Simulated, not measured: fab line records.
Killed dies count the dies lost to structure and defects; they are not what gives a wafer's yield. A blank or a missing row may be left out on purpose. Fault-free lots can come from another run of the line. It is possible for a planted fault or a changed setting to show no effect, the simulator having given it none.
What tool caused it? :: flow rit cmos :: 21 wafers from 7 lots sampled at 2 of the route's 202 steps

== WHAT THE GAUGES SHOWED, per wafer ==
RIT_ACTIVE_THK_MEAS_04.
lot: L541
measured: day 2 01:57
on: film metro-03
ACTIVE_NITRIDE_THK (nm): 149.8 149.6 148.8

lot: L543
measured: day 2 10:08
on: film metro-03
ACTIVE_NITRIDE_THK (nm): 150.3 150.1 151.4

lot: L546
measured: day 3 01:19
on: film metro-04
ACTIVE_NITRIDE_THK (nm): 149.2 148.7 147.5

lot: L550
measured: day 3 22:24
on: film metro-03
ACTIVE_NITRIDE_THK (nm): 148.7 148.9 149.5

lot: L554
measured: day 4 16:59
on: film metro-03
ACTIVE_NITRIDE_THK (nm): 254.0 252.8 254.1

lot: L556
measured: day 5 03:20
on: film metro-02
ACTIVE_NITRIDE_THK (nm): 151.0 150.6 149.3

lot: L560
measured: day 5 22:32
on: film metro-02
ACTIVE_NITRIDE_THK (nm): 251.8 252.1 250.8

== WHICH TOOL RAN EACH LOT (tool, then ch and the chambers of the sampled wafers, then the start) ==
lot: L541
RIT_ACTIVE_CVD_03: lpcvd-01 ch 0, day 2 00:32

lot: L543
RIT_ACTIVE_CVD_03: lpcvd-02 ch 1, day 2 08:43

lot: L546
RIT_ACTIVE_CVD_03: lpcvd-01 ch 1, day 2 23:53

lot: L550
RIT_ACTIVE_CVD_03: lpcvd-02 ch 0, day 3 20:16

lot: L554
RIT_ACTIVE_CVD_03: lpcvd-02 ch 0, day 4 15:34

lot: L556
RIT_ACTIVE_CVD_03: lpcvd-01 ch 0, day 5 01:55

lot: L560
RIT_ACTIVE_CVD_03: lpcvd-02 ch 0, day 5 21:07
- RIT_ACTIVE_CVD_03: deposits Si3N4 from SiH2Cl2/NH3, target thk 150 nm, time 1500 s.

== THE ANSWER, worked out from the rows above alone ==
Rule: the usual values come from the lots themselves. The widest of any qualifying gaps counts: lots, ordered by their means at a reading, are off when they make up no more than a third of the lots, leave a main group of 4 or more, and stand apart from it by 3 or more times the standard deviation of that group's means. Not used: any main group whose means are identical at the precision the tables above print for the reading. A lot without any number at a reading at which 4 lots or more have one is off too. All remaining lots with rows at the step are treated as sound.
Off: at RIT_ACTIVE_THK_MEAS_04 (ACTIVE_NITRIDE_THK), L554, L560. Main group: mean 149.6 nm, sd 0.79.
A tool fits if, at a process step before that reading, it ran every lot that is off, and no sound lot after the first of them. Those tools and the gauges at RIT_ACTIVE_THK_MEAS_04 are tried in the same way. One fits: RIT_ACTIVE_CVD_03 on lpcvd-02. Its last sound lot is L550 (day 3 20:16), its first lot that is off L554 (day 4 15:34): a fault that began between those two fits.

== WHAT WAS PUT IN BY THE SIMULATOR ==
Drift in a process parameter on lpcvd-02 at RIT_ACTIVE_CVD_03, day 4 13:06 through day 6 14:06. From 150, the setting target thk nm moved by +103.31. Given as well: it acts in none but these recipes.
Shown lots that were struck: L554, L560. The same result came from the rule above.
